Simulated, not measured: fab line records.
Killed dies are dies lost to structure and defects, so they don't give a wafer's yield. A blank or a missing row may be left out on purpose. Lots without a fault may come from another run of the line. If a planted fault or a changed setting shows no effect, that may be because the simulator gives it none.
Split-lot experiment / flow rit cmos / 23 wafers read across 5 lots, on a route 202 steps long

## ON THE SPLIT
At RIT_NRETRO_IMPLANT_08, the setting energy kev was moved away from the recipe's 70 on 9 of the 23 wafers read, by -4.3% to +5.3%. This setting was run at the recipe's value on the other wafers.

The reading comes from the split's own step.

## THE READING
The simulator's own value implant.drp nm, read by no gauge, in nm at RIT_NRETRO_IMPLANT_08. The file does not state a usual value for it.

wafer=L075.1; tool, chamber at the split=implanter-03, 0; energy kev as run=68.82; against the recipe=-1.7%; implant.drp nm, nm=33.45; against lot-mates on the recipe=-0.49
wafer=L075.6; tool, chamber at the split=implanter-03, 0; energy kev as run=68.82; against the recipe=-1.7%; implant.drp nm, nm=33.45; against lot-mates on the recipe=-0.49
wafer=L075.3; tool, chamber at the split=implanter-03, 0; energy kev as run=70; against the recipe=recipe; implant.drp nm, nm=33.94; against lot-mates on the recipe=-
wafer=L075.4; tool, chamber at the split=implanter-03, 0; energy kev as run=70; against the recipe=recipe; implant.drp nm, nm=33.94; against lot-mates on the recipe=-
wafer=L075.5; tool, chamber at the split=implanter-03, 0; energy kev as run=70; against the recipe=recipe; implant.drp nm, nm=33.94; against lot-mates on the recipe=-
wafer=L076.1; tool, chamber at the split=implanter-01, 0; energy kev as run=70; against the recipe=recipe; implant.drp nm, nm=33.94; against lot-mates on the recipe=-
wafer=L076.3; tool, chamber at the split=implanter-01, 0; energy kev as run=70; against the recipe=recipe; implant.drp nm, nm=33.94; against lot-mates on the recipe=-
wafer=L076.2; tool, chamber at the split=implanter-01, 0; energy kev as run=72.5; against the recipe=+3.6%; implant.drp nm, nm=34.95; against lot-mates on the recipe=+1.01
wafer=L076.4; tool, chamber at the split=implanter-01, 0; energy kev as run=72.5; against the recipe=+3.6%; implant.drp nm, nm=34.95; against lot-mates on the recipe=+1.01
wafer=L076.5; tool, chamber at the split=implanter-01, 0; energy kev as run=72.5; against the recipe=+3.6%; implant.drp nm, nm=34.95; against lot-mates on the recipe=+1.01
wafer=L078.1; tool, chamber at the split=implanter-04, 0; energy kev as run=70; against the recipe=recipe; implant.drp nm, nm=33.94; against lot-mates on the recipe=-
wafer=L078.3; tool, chamber at the split=implanter-04, 0; energy kev as run=70; against the recipe=recipe; implant.drp nm, nm=33.94; against lot-mates on the recipe=-
wafer=L078.4; tool, chamber at the split=implanter-04, 0; energy kev as run=70; against the recipe=recipe; implant.drp nm, nm=33.94; against lot-mates on the recipe=-
wafer=L078.2; tool, chamber at the split=implanter-04, 0; energy kev as run=67; against the recipe=-4.3%; implant.drp nm, nm=32.69; against lot-mates on the recipe=-1.25
wafer=L078.6; tool, chamber at the split=implanter-04, 0; energy kev as run=67; against the recipe=-4.3%; implant.drp nm, nm=32.69; against lot-mates on the recipe=-1.25
wafer=L079.3; tool, chamber at the split=implanter-04, 0; energy kev as run=70; against the recipe=recipe; implant.drp nm, nm=33.94; against lot-mates on the recipe=-
wafer=L079.4; tool, chamber at the split=implanter-04, 0; energy kev as run=70; against the recipe=recipe; implant.drp nm, nm=33.94; against lot-mates on the recipe=-
wafer=L079.5; tool, chamber at the split=implanter-04, 0; energy kev as run=70; against the recipe=recipe; implant.drp nm, nm=33.94; against lot-mates on the recipe=-
wafer=L084.1; tool, chamber at the split=implanter-03, 0; energy kev as run=70; against the recipe=recipe; implant.drp nm, nm=33.94; against lot-mates on the recipe=-
wafer=L084.2; tool, chamber at the split=implanter-03, 0; energy kev as run=70; against the recipe=recipe; implant.drp nm, nm=33.94; against lot-mates on the recipe=-
wafer=L084.4; tool, chamber at the split=implanter-03, 0; energy kev as run=70; against the recipe=recipe; implant.drp nm, nm=33.94; against lot-mates on the recipe=-
wafer=L084.5; tool, chamber at the split=implanter-03, 0; energy kev as run=73.71; against the recipe=+5.3%; implant.drp nm, nm=35.44; against lot-mates on the recipe=+1.50
wafer=L084.6; tool, chamber at the split=implanter-03, 0; energy kev as run=73.71; against the recipe=+5.3%; implant.drp nm, nm=35.44; against lot-mates on the recipe=+1.50

THE FIT
A straight line over all 23 wafers: implant.drp nm changes by +0.286 nm for each +1% of energy kev; r = +1.00; the points scatter about the line by 0.0083 nm.
The same after taking each lot's own level away (the mean of its wafers on the recipe; 23 wafers): +0.286 nm for each +1%; r = +1.00; scatter 0.0083 nm.
That fit puts the effect of the largest move of energy kev on the reading at 1.5 nm.
The lots' own levels span 33.940 to 33.940 nm.
Hence the lot-to-lot level has little effect on the slope; both slopes agree.
Check: +1.51 nm against its lot-mates is what the line predicts for one of the wafers moved furthest among these (+5.3%) when that wafer is left out of the fit. It came out at +1.5 nm against them.

## ADDITIONAL SPLITS CARRIED BY THESE WAFERS
Before the reading, these wafers also passed through other splits. Each is held against what the fit with the lots' levels taken away leaves over:
other split on the same wafers=RIT_ACTIVE_OXIDATION_01 ox time s; wafers away from the commonest value=15; r with implant.drp nm (lot level and that fit taken away)=-0.18
other split on the same wafers=RIT_NWELL_COAT_01 spin rpm; wafers away from the commonest value=8; r with implant.drp nm (lot level and that fit taken away)=-0.09
other split on the same wafers=RIT_PWELL_IMPLANT_08 energy kev; wafers away from the commonest value=11; r with implant.drp nm (lot level and that fit taken away)=+0.27
other split on the same wafers=RIT_NRETRO_COAT_01 spin rpm; wafers away from the commonest value=8; r with implant.drp nm (lot level and that fit taken away)=+0.21

## THE WHOLE CHAIN: every reading that the file lists as answering this split, in the file's order
step=RIT_NRETRO_IMPLANT_08; what it does=; reading=implant.rp nm (the simulator's own value, which no gauge read); change (the file's fit)=+0.872 nm for each +1% of the setting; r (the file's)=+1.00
step=RIT_NRETRO_IMPLANT_08; what it does=; reading=implant.drp nm (the simulator's own value, which no gauge read); change (the file's fit)=+0.286 nm for each +1% of the setting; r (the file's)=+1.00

## FILE'S OWN FIT
implant.drp nm changes by +0.286 nm for each +1% of energy kev, r = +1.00.
